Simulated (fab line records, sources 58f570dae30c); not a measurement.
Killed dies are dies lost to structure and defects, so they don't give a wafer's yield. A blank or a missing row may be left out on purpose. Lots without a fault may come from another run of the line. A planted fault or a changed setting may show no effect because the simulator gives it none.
fab line records | flow berkeley_cmos170
record lots=5 wafers=23
route steps=331 shown PSD@179 CONTACT@217 V1@254 M2@272 V2@299 M3@319
start_h: hours from the record's first day to the start of the lot's first wafer shown | wait_h: hours since the lot's step before | " the same as in the row above | L1.1+2: a row that stands for several wafers | - no value, or no start given | * or withheld: withheld | < > ~ a bound
route shown NAME@n: a module of which the file shows steps, and the number in the route of the first | usual: mean/standard deviation of fault-free wafers | same: alike in all rows | chamber/n: place in a boat | sites: the reading at each site | _std_site: their standard deviation | _edge_site: outer sites' mean less inner sites' | radius_mm: how far each site lies from the wafer's centre | mask NAME#n: copy n | behind: the tool/chamber that last shaped the wafer | hold: why the lot was held/for how many hours/how that ended | device: the transistor (n, p or np) that didn't switch | end of line: the same wafers' tests at the end of the route | a step without rows: its recipe alone | killed: dies lost to structure and defects at the first sort, not the wafer's yield | map: a wafer's dies, x killed, . not, _ none there
set.NAME: the setting as run; set.NAME@STEP: as run at that earlier step | model.NAME: the simulator's own value behind a step, which no gauge read
lots whose settings were changed on purpose; a table a step, a row a wafer
## steps
# step UCB170_PSD_PEB_04
# recipe peb_temp_c=130 peb_time_s=withheld resist=KrF
# columns lot.wafer tool chamber start_h wait_h set.peb_temp_c
L074.1+2+3+4+6 litho_track-01 0 128.14 0.5 130
L075.4+5+6 litho_track-01 0 137.92 0.1 130
L076.1+2+6 litho_track-03 0 140.03 0.8 130
L076.3+5 " 0 " " 131.2
L085.1+2+3 litho_track-01 0 187.62 0.5 131.3
L085.4+6 " 0 " " 130
L083.1+6 litho_track-01 0 194.71 0.7 130
L083.3+4+5 " 0 " " 133
# step UCB170_PSD_DEVELOP_05
# recipe developer=TMAH develop_time_s=45 resist=KrF dev_temp_c=21
# step UCB170_PSD_CD_MEAS_06
# recipe target_cd_nm=1200
# usual cd_nm=1199.3/1.2
# columns lot.wafer tool chamber start_h wait_h set.peb_temp_c@PSD_PEB_04 cd_nm
L074.1 cd_sem-01 - 128.41 - 130 1201.8
L074.2 " - " " 130 1200.8
L074.3 " - " " 130 1200.0
L074.4 " - " " 130 1202.0
L074.6 " - " " 130 1200.6
L075.4 cd_sem-01 - 138.18 - 130 1197.6
L075.5 " - " " 130 1198.0
L075.6 " - " " 130 1198.4
L076.1 cd_sem-01 - 140.31 - 130 1198.7
L076.2 " - " " 130 1199.8
L076.3 " - " " 131.2 1206.0
L076.5 " - " " 131.2 1206.2
L076.6 " - " " 130 1197.9
L085.1 cd_sem-01 - 188.02 - 131.3 1207.0
L085.2 " - " " 131.3 1206.6
L085.3 " - " " 131.3 1208.4
L085.4 " - " " 130 1199.2
L085.6 " - " " 130 1199.4
L083.1 cd_sem-02 - 194.98 - 130 1198.9
L083.3 " - " " 133 1216.5
L083.4 " - " " 133 1218.2
L083.5 " - " " 133 1216.3
L083.6 " - " " 130 1200.3
# step UCB170_CONTACT_CVD_01
# recipe material=PSG target_thk_nm=700 temp_c=450 precursor=SiH4/O2/PH3 time_s=2820 pressure_mtorr=300 sih4_flow_sccm=60 o2_flow_sccm=90 ph3_flow_sccm=25
# columns lot.wafer tool chamber start_h wait_h set.temp_c model.PSG_of_CONTACT_CVD_01.thk_nm
L074.1 - - - 0.6 436.6 619.7
L074.2+6 " - " " 436.6 619.9
L074.3 " - " " 436.6 620.7
L074.4 " - " " 436.6 613.7
L075.4 lpcvd-02 1 145.51 0.0 450 696.5
L075.5 " 1 " " 450 698.7
L075.6 " 1 " " 450 690.7
L076.1 - - - 1.0 450 709.6
L076.2 " - " " 450 703.4
L076.3 " - " " 450 702.6
L076.5 " - " " 450 703.3
L076.6 " - " " 450 705.2
L085.1 - - - 1.0 445.3 669.8
L085.2 " - " " 445.3 682.3
L085.3 " - " " 445.3 675.8
L085.4 " - " " 445.3 678.3
L085.6 " - " " 445.3 677.4
L083.1 - - - 0.8 457.7 756.4
L083.3 " - " " 457.7 755.6
L083.4 " - " " 457.7 754.9
L083.5 " - " " 457.7 760
L083.6 " - " " 457.7 754.4
# step UCB170_CONTACT_THK_MEAS_02
# recipe reads=PSG_of_CONTACT_CVD_01
# usual CONTACT_PSG_THK=702/5.5
# columns lot.wafer tool chamber start_h wait_h set.temp_c@CONTACT_CVD_01 CONTACT_PSG_THK[nm]
L074.1 film_metro-02 - - - 436.6 620
L074.2 " - " " 436.6 620
L074.3 " - " " 436.6 620
L074.4 " - " " 436.6 614
L074.6 " - " " 436.6 620
L075.4 film_metro-02 - 147.32 0.0 450 696
L075.5 " - " " 450 699
L075.6 " - " " 450 691
L076.1 film_metro-03 - - - 450 710
L076.2 " - " " 450 703
L076.3 " - " " 450 702
L076.5 " - " " 450 703
L076.6 " - " " 450 705
L085.1 film_metro-04 - - - 445.3 670
L085.2 " - " " 445.3 682
L085.3 " - " " 445.3 676
L085.4 " - " " 445.3 678
L085.6 " - " " 445.3 677
L083.1 film_metro-03 - - - 457.7 756
L083.3 " - " " 457.7 756
L083.4 " - " " 457.7 756
L083.5 " - " " 457.7 760
L083.6 " - " " 457.7 754
# step UCB170_V1_CVD_00
# recipe material=SiO2 target_thk_nm=2000 temp_c=390 precursor=TEOS/O2 time_s=250 rf_w=550 pressure_mtorr=9000
# columns lot.wafer tool chamber start_h wait_h set.time_s
L074.1+2+3+4+6 pecvd-03 1,2,0,2,1 147.90 0.0 250
L075.4+5+6 pecvd-03 2,0,1 160.78 0.1 250
L076.1+2+3+5+6 pecvd-02 0,2,1,0,2 160.85 0.2 250
L085.1+2 pecvd-03 2,1 206.26 0.0 272
L085.3+4+6 " 0,2,1 " " 250
L083.1+4+6 pecvd-04 2,1,2 210.16 0.0 272.7
L083.3+5 " 1,0 " " 250
# step UCB170_V1_THK_MEAS_01
# recipe reads=SiO2_of_V1_CVD_00
# usual V1_TEOS_THK=2011/31
# columns lot.wafer tool chamber start_h wait_h set.time_s@V1_CVD_00 V1_TEOS_THK[nm]
L074.1 film_metro-03 - 148.05 0.1 250 1972
L074.2 " - " " 250 2010
L074.3 " - " " 250 2005
L074.4 " - " " 250 2015
L074.6 " - " " 250 1970
L075.4 film_metro-04 - 160.94 0.1 250 2057
L075.5 " - " " 250 2052
L075.6 " - " " 250 2006
L076.1 film_metro-03 - 161.01 0.1 250 2009
L076.2 " - " " 250 2023
L076.3 " - " " 250 2032
L076.5 " - " " 250 2038
L076.6 " - " " 250 2079
L085.1 film_metro-01 - 206.42 0.1 272 2191
L085.2 " - " " 272 2159
L085.3 " - " " 250 2017
L085.4 " - " " 250 2059
L085.6 " - " " 250 2027
L083.1 film_metro-01 - 210.32 0.1 272.7 2143
L083.3 " - " " 250 1943
L083.4 " - " " 272.7 2159
L083.5 " - " " 250 1988
L083.6 " - " " 272.7 2181
# step UCB170_M2_SPUTTER_01
# recipe material=Al target_thk_nm=900 time_s=120 power_w=6000 chamber_pressure_pa=0.5
# columns lot.wafer tool chamber start_h wait_h set.power_w model.Al_of_M2_SPUTTER_01.thk_nm
L074.1 pvd_sputter-01 - 152.13 0.0 5622 837.1
L074.2 " - " " 5622 836.4
L074.3 " - " " 5622 832.4
L074.4 " - " " 6000 894.9
L074.6 " - " " 6000 898
L075.4 pvd_sputter-01 - 163.76 0.0 6000 901.6
L075.5 " - " " 6000 911.5
L075.6 " - " " 6000 904.3
L076.1 pvd_sputter-03 - 163.97 0.0 5432 804.4
L076.2 " - " " 5432 799.1
L076.3 " - " " 6000 871.3
L076.5 " - " " 6000 888.4
L076.6 " - " " 5432 794.2
L085.1 pvd_sputter-01 - 209.97 0.0 6000 892.2
L085.2 " - " " 5346 804.3
L085.3 " - " " 5346 799.6
L085.4 " - " " 6000 898.2
L085.6 " - " " 5346 803.1
L083.1 pvd_sputter-03 - 213.02 0.0 6441 974.7
L083.3 " - " " 6441 962.4
L083.4 " - " " 6000 900.5
L083.5 " - " " 6441 956.6
L083.6 " - " " 6000 893.3
# step UCB170_M2_RS_MEAS_02
# recipe thk_meas_gauge=four-point-probe reads=Al_of_M2_SPUTTER_01
# usual M2_AL_RS=0.0324/0.0004
# columns lot.wafer tool chamber start_h wait_h set.power_w@M2_SPUTTER_01 M2_AL_RS[ohm/sq]
L074.1 film_metro-03 - 152.22 0.0 5622 0.0346
L074.2 " - " " 5622 0.0346
L074.3 " - " " 5622 0.0349
L074.4 " - " " 6000 0.0323
L074.6 " - " " 6000 0.0322
L075.4 film_metro-01 - 163.90 0.1 6000 0.0321
L075.5 " - " " 6000 0.0318
L075.6 " - " " 6000 0.0321
L076.1 film_metro-03 - 164.05 0.0 5432 0.0361
L076.2 " - " " 5432 0.0362
L076.3 " - " " 6000 0.0333
L076.5 " - " " 6000 0.0326
L076.6 " - " " 5432 0.0365
L085.1 film_metro-01 - 210.06 0.0 6000 0.0325
L085.2 " - " " 5346 0.0360
L085.3 " - " " 5346 0.0363
L085.4 " - " " 6000 0.0323
L085.6 " - " " 5346 0.0361
L083.1 film_metro-03 - 213.10 0.0 6441 0.0297
L083.3 " - " " 6441 0.0301
L083.4 " - " " 6000 0.0322
L083.5 " - " " 6441 0.0303
L083.6 " - " " 6000 0.0323
# step UCB170_M2_THK_MEAS_03
# recipe thk_meas_gauge=xrf reads=Al_of_M2_SPUTTER_01
# usual M2_AL_THK=872/12
# columns lot.wafer tool chamber start_h wait_h set.power_w@M2_SPUTTER_01 M2_AL_THK[nm]
L074.1 film_metro-03 - 152.34 0.1 5622 816
L074.2 " - " " 5622 817
L074.3 " - " " 5622 810
L074.4 " - " " 6000 869
L074.6 " - " " 6000 878
L075.4 film_metro-01 - 163.99 0.1 6000 884
L075.5 " - " " 6000 890
L075.6 " - " " 6000 886
L076.1 film_metro-03 - 164.17 0.1 5432 784
L076.2 " - " " 5432 775
L076.3 " - " " 6000 851
L076.5 " - " " 6000 868
L076.6 " - " " 5432 772
L085.1 film_metro-01 - 210.18 0.1 6000 877
L085.2 " - " " 5346 786
L085.3 " - " " 5346 783
L085.4 " - " " 6000 882
L085.6 " - " " 5346 785
L083.1 film_metro-03 - 213.22 0.1 6441 949
L083.3 " - " " 6441 936
L083.4 " - " " 6000 879
L083.5 " - " " 6441 936
L083.6 " - " " 6000 876
# step UCB170_V2_COAT_07
# recipe resist=KrF spin_rpm=1500 resist_thk_nm=900
# columns lot.wafer tool chamber start_h wait_h set.resist_thk_nm model.KrF_of_V2_COAT_07.thk_nm
L074.1 litho_track-01 0 155.71 0.1 900 899.6
L074.2 " 0 " " 933.5 933.7
L074.3 " 0 " " 900 901
L074.4 " 0 " " 933.5 935.7
L074.6 " 0 " " 900 900.6
L075.4 litho_track-04 0 169.53 0.1 900 898.8
L075.5 " 0 " " 900 897.7
L075.6 " 0 " " 900 897.8
L076.1 litho_track-04 0 169.91 0.1 900 897
L076.2 " 0 " " 900 898
L076.3 " 0 " " 946.2 944.5
L076.5 " 0 " " 900 894.6
L076.6 " 0 " " 946.2 942.9
L085.1 litho_track-01 0 214.87 0.1 900 901.8
L085.2 " 0 " " 850.4 851.4
L085.3 " 0 " " 900 898.2
L085.4 " 0 " " 850.4 849.3
L085.6 " 0 " " 900 898.6
L083.1 litho_track-04 0 218.11 0.1 854.8 853.7
L083.3 " 0 " " 854.8 856.5
L083.4 " 0 " " 900 903.1
L083.5 " 0 " " 900 900.4
L083.6 " 0 " " 854.8 854.2
# step UCB170_V2_SOFTBAKE_08
# recipe resist=KrF temp_c=130 time_s=60
# columns lot.wafer tool chamber start_h wait_h set.temp_c
L074.1+2+4 litho_track-01 0 155.86 0.1 131.2
L074.3+6 " 0 " " 130
L075.4+5+6 litho_track-04 0 169.68 0.1 130
L076.1+3+6 litho_track-04 0 170.06 0.1 126.7
L076.2+5 " 0 " " 130
L085.1+2+6 litho_track-01 0 215.02 0.1 130
L085.3+4 " 0 " " 127.8
L083.1+5 litho_track-04 0 218.26 0.1 133.8
L083.3+4+6 " 0 " " 130
# step UCB170_V2_EXPOSE_09
# recipe mask_id=VIA2 target_cd_nm=700 na=0.5 sigma_outer=0.6 source_shape=conventional dose_mj=37
# step UCB170_V2_PEB_10
# recipe peb_temp_c=130 peb_time_s=withheld resist=KrF
# step UCB170_V2_ETCH_14
# recipe chemistry=CHF3/CF4/Ar target=SiO2 stop_on=Al CHF3_flow_sccm=45 cf4_flow_sccm=15 Ar_flow_sccm=150 pressure_mtorr=200 rf_w=700 target_depth_a=12500 over_etch_frac=0.25 time_s=291
# step UCB170_V2_STRIP_15
# recipe chemistry=O2 power_w=400 pressure_mtorr=3500 platen_temp_c=withheld o2_flow_sccm=400 overash_fraction=0.5
# usual strip_time_to_endpoint_s=15.33/0.1
# columns lot.wafer tool chamber start_h wait_h set.resist_thk_nm@V2_COAT_07 strip_time_to_endpoint_s
L074.1 plasma_asher-04 1 156.74 0.1 900 15.18
L074.2 " 0 " " 933.5 16.01
L074.3 " 0 " " 900 15.52
L074.4 " 1 " " 933.5 16.03
L074.6 " 0 " " 900 15.30
L075.4 plasma_asher-02 1 171.24 0.1 900 15.19
L075.5 " 0 " " 900 15.31
L075.6 " 1 " " 900 15.20
L076.1 plasma_asher-04 1 171.27 0.1 900 15.39
L076.2 " 0 " " 900 15.36
L076.3 " 1 " " 946.2 16.53
L076.5 " 0 " " 900 15.32
L076.6 " 1 " " 946.2 16.42
L085.1 plasma_asher-01 1 216.23 0.1 900 15.52
L085.2 " 0 " " 850.4 14.29
L085.3 " 0 " " 900 15.46
L085.4 " 1 " " 850.4 14.24
L085.6 " 0 " " 900 15.31
L083.1 plasma_asher-02 0 219.56 0.1 854.8 14.08
L083.3 " 1 " " 854.8 14.26
L083.4 " 0 " " 900 15.44
L083.5 " 1 " " 900 15.08
L083.6 " 0 " " 854.8 14.38
# step UCB170_M3_COAT_10
# recipe resist=KrF spin_rpm=1500 resist_thk_nm=900
# columns lot.wafer tool chamber start_h wait_h set.resist_thk_nm model.KrF_of_M3_COAT_10.thk_nm
L074.1 litho_track-03 0 - - 900 900.5
L074.2 " 0 " " 900 902.7
L074.3 " 0 " " 900 900.9
L074.4 " 0 " " 900 903
L074.6 " 0 " " 900 900
L075.4 litho_track-04 0 - - 900 903.1
L075.5 " 0 " " 900 904.6
L075.6 " 0 " " 900 901.8
L076.1 litho_track-03 0 - - 900 900.2
L076.2 " 0 " " 900 901.6
L076.3 " 0 " " 900 904.4
L076.5 " 0 " " 900 902
L076.6 " 0 " " 900 898.9
L085.1 litho_track-03 0 - - 900 903.6
L085.2 " 0 " " 881.2 883
L085.3 " 0 " " 881.2 886.3
L085.4 " 0 " " 881.2 886
L085.6 " 0 " " 900 902.4
L083.1 litho_track-03 0 - - 900 896.3
L083.3 " 0 " " 900 897
L083.4 " 0 " " 900 900.4
L083.5 " 0 " " 861.8 859.1
L083.6 " 0 " " 861.8 858.2
# step UCB170_M3_METAL_ETCH_18
# recipe chemistry=Cl2/BCl3 target=Al stop_on=SiO2 pressure_mtorr=12 target_depth_a=11700 over_etch_frac=0.3 time_s=195 icp_w=600 bias_w=120 Cl2_flow_sccm=90 bcl3_flow_sccm=45
# columns lot.wafer tool chamber start_h wait_h set.time_s model.SiO2_of_V2_CVD_00.thk_nm
L074.1 rie_metal-03 0 159.21 - 211.1 935.4
L074.2 " 0 " " 195 938.2
L074.3 " 0 " " 195 941
L074.4 " 0 " " 211.1 935.3
L074.6 " 0 " " 195 941.5
L075.4 rie_metal-01 1 173.78 - 195 938.4
L075.5 " 0 " " 195 940.8
L075.6 " 1 " " 195 938.3
L076.1 rie_metal-04 0 174.09 - 195 937.6
L076.2 " 1 " " 204 935.2
L076.3 " 1 " " 204 936.4
L076.5 " 0 " " 195 937.2
L076.6 " 1 " " 195 936.5
L085.1 rie_metal-04 1 219.12 - 195 935.1
L085.2 " 0 " " 184.8 940.1
L085.3 " 1 " " 184.8 940.4
L085.4 " 0 " " 195 935.3
L085.6 " 1 " " 195 938.2
L083.1+4 rie_metal-04 0 222.21 - 211.6 930.6
L083.3 " 1 " " 195 937.6
L083.5 " 0 " " 195 935.3
L083.6 " 1 " " 195 938.4
## key
split step=UCB170_PSD_PEB_04 setting=peb_temp_c stated=130 by=wafer
response step=UCB170_PSD_CD_MEAS_06 reading=cd_nm change=+7.65 per=1% r=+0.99
split step=UCB170_CONTACT_CVD_01 setting=temp_c stated=450 by=lot
response step=UCB170_CONTACT_CVD_01 reading=model.PSG_of_CONTACT_CVD_01.thk_nm change=+28.9 per=1% r=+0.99
response step=UCB170_CONTACT_THK_MEAS_02 reading=CONTACT_PSG_THK change=+29 per=1% r=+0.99
split step=UCB170_V1_CVD_00 setting=time_s stated=250 by=wafer
response step=UCB170_V1_THK_MEAS_01 reading=V1_TEOS_THK change=+18.9 per=1% r=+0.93
split step=UCB170_M2_SPUTTER_01 setting=power_w stated=6000 by=wafer
response step=UCB170_M2_SPUTTER_01 reading=model.Al_of_M2_SPUTTER_01.thk_nm change=+8.8 per=1% r=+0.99
response step=UCB170_M2_RS_MEAS_02 reading=M2_AL_RS change=-0.000345 per=1% r=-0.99
response step=UCB170_M2_THK_MEAS_03 reading=M2_AL_THK change=+8.78 per=1% r=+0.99
split step=UCB170_V2_COAT_07 setting=resist_thk_nm stated=900 by=wafer
response step=UCB170_V2_COAT_07 reading=model.KrF_of_V2_COAT_07.thk_nm change=+9.15 per=1% r=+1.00
response step=UCB170_V2_STRIP_15 reading=strip_time_to_endpoint_s change=* per=1% r=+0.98
split step=UCB170_V2_SOFTBAKE_08 setting=temp_c stated=130 by=wafer
response none clear
split step=UCB170_M3_COAT_10 setting=resist_thk_nm stated=900 by=wafer
response step=UCB170_M3_COAT_10 reading=model.KrF_of_M3_COAT_10.thk_nm change=+9.12 per=1% r=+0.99
split step=UCB170_M3_METAL_ETCH_18 setting=time_s stated=195 by=wafer
response step=UCB170_M3_METAL_ETCH_18 reading=model.SiO2_of_V2_CVD_00.thk_nm change=-0.645 per=1% r=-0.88
